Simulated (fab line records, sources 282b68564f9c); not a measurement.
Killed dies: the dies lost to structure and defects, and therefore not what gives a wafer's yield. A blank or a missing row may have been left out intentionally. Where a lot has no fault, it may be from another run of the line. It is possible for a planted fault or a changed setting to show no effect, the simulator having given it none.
The same fault as seen by 2 desks -- flow rit cmos -- only its own numbers are on each desk; what lay behind them is given at the end

== TOOL OWNER'S DESK, rie metal-03 ==
The tool's own readings at RIT_M1_METAL_ETCH_12 (etches Al in Cl2/BCl3, stops on SiO2, time 165 s, target depth 600 nm): means of the sampled wafers that have a number, for each lot that ran on this tool. If a lot's mean is further than 4 standard deviations from the usual mean, the lot is out of limits and carries the mark OUT (the distance appears in the brackets).
Columns: A = drypump motor current A at RIT_M1_METAL_ETCH_12, usual 5.8 A; B = oes product au at RIT_M1_METAL_ETCH_12, usual 0.771 a.u.; C = throttle valve pct at RIT_M1_METAL_ETCH_12, usual 8.20 %
lot,first seen here,A,B,C
L413,day 3 10:41,5.6,0.790,8.31
L428,day 7 02:03,5.5,0.786,8.28
Finding of this desk: none of the 2 lots has anything out of limits.

== METROLOGY DESK ==
Means of the sampled wafers that have a number, per lot and without regard to the tool the lot ran on: this is what the gauges read. If a lot's mean is further than 4 standard deviations from the usual mean, the lot is out of limits and carries the mark OUT (the distance appears in the brackets).
Columns: A = M1_AL_RS at RIT_M1_RS_MEAS_01, usual 0.0736 ohm/sq; B = M1_AL_THK at RIT_M1_THK_MEAS_02, usual 397 nm; C = cd nm at RIT_M1_CD_MEAS_09, usual 2599.9 nm; D = M1_OVL at RIT_M1_OVL_MEAS_10, usual 0.3 nm
lot,first seen here,A,B,C,D
L412,day 3 05:50,0.0740,395,2600.6,-0.5
L413,day 3 09:06,0.0731,401,2599.0,1.2
L427,day 6 17:12,0.0738,395,2598.3,-0.0
L428,day 7 00:23,0.0735,397,2598.4,0.5
L432,day 7 15:10,0.0739,397,2600.0,1.7
Finding of this desk: none of the 5 lots has anything out of limits.

== BROUGHT TOGETHER ==
Nothing out of limits was seen by the tool owner's desk.
From the metrology desk's view, nothing was out of limits.

== WHAT THE SIMULATOR PUT IN ==
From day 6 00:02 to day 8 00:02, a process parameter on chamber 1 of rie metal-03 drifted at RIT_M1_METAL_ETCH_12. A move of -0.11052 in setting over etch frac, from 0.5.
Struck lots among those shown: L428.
